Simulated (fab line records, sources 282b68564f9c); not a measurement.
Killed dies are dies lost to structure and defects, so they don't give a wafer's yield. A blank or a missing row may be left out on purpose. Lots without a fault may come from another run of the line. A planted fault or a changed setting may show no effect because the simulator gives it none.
Problem report in the 8D (eight disciplines) form, filled by code | flow rit_cmos | the parts of the form that need people (team, actions taken, sign-off) are left out

1. THE PROBLEM
CONTACT_TEOS_THK at RIT_CONTACT_THK_MEAS_01 reads a mean of 346 nm on 2 wafers of 2 lots; wafers without a fault read 399 nm with a standard deviation of 5. That is -11 standard deviations from the usual mean.
First seen on wafer L697.4, day 7 06:55, on film_metro-03. The record holds 42 wafers of 14 lots with a number at this step. Rule for "out", or "out of limits": more than 4 standard deviations from the usual mean. The other wafers with a number count as sound.

2. WHAT IT IS AND WHAT IT IS NOT
question                    | is               | is not
which readings at this step | CONTACT_TEOS_THK | -
which lots                  | L697, L700       | L677, L678, L679, L680, L683, L684, L685, L687, L688, L690, L692, L696
which wafers of those lots  | L697.4, L700.6   | L697.1, L697.5, L700.2, L700.4
read on which gauges        | film_metro-03    | film_metro-02, film_metro-04
when                        | from day 7 06:55 | up to then (38 sound wafers); but 2 sound wafers of L700 came after

3. SUSPECTS, AND WHAT RULES EACH OUT
Counting: a tool at a process step up to the reading stays a suspect if it ran every lot that is out. Sound lots after the first of them don't rule it out here, since some wafers of a struck lot are sound.
- the gauge at RIT_CONTACT_THK_MEAS_01: ruled out. All the wafers that are out were read on film_metro-03, but those of them that RIT_CONTACT_CVD_00 has rows for are out there too, on other tools.
- pecvd-01 at RIT_CONTACT_CVD_00 (deposits SiO2 from TEOS, target thk 400 nm, time 61 s): kept. It ran every lot that is out, first L697 (day 7 06:52); its last sound lot up to then is L688 (day 5 09:01). Its own readings are out on those wafers: rf_fwd_power_W.
- Within pecvd-01 at RIT_CONTACT_CVD_00: the wafers that are out ran in chamber 0; their sound lot-mates ran in chambers 1, 2.
Left after counting: pecvd-01 at RIT_CONTACT_CVD_00.

4. THE CAUSE (what the simulator had put in)
Process parameter drift: pecvd-01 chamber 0, from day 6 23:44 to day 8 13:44, at RIT_CONTACT_CVD_00. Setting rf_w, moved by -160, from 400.
Counting left only this tool.

5. THE CHAIN OF EFFECTS, in route order
Each row: a reading whose mean over the struck wafers that have a number lies more than 3 standard deviations from the usual. Only readings for which the record gives a usual standard deviation are gone through. hours: the time from each lot's start at the first step in this table that gives one to its start at this step, as a median over the lots. sigmas: the change in usual standard deviations.
hours | step                    | reading          | usual   | on struck wafers | change | sigmas
0     | RIT_CONTACT_CVD_00      | rf_fwd_power_W   | 396.6 W | 238.0            | -158.6 | -99 or more
0     | RIT_CONTACT_THK_MEAS_01 | CONTACT_TEOS_THK | 399 nm  | 346              | -54    | -11
The process steps in it:
- RIT_CONTACT_CVD_00: deposits SiO2 from TEOS, target thk 400 nm, time 61 s.

6. WHAT WOULD HAVE CAUGHT IT SOONER
In this record the first reading out of limits at a measuring or inspecting step was taken at day 7 06:55, 7 hours after the fault began at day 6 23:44.
The tool's own readings at RIT_CONTACT_CVD_00 were out on every struck wafer that the step has a row for (rf_fwd_power_W): an alarm limit on them would have fired on the first of those.
Of the lots that are out (2), L700 began RIT_CONTACT_CVD_00 on pecvd-01 after day 7 06:55. A hold on the tool at that time would have spared it.
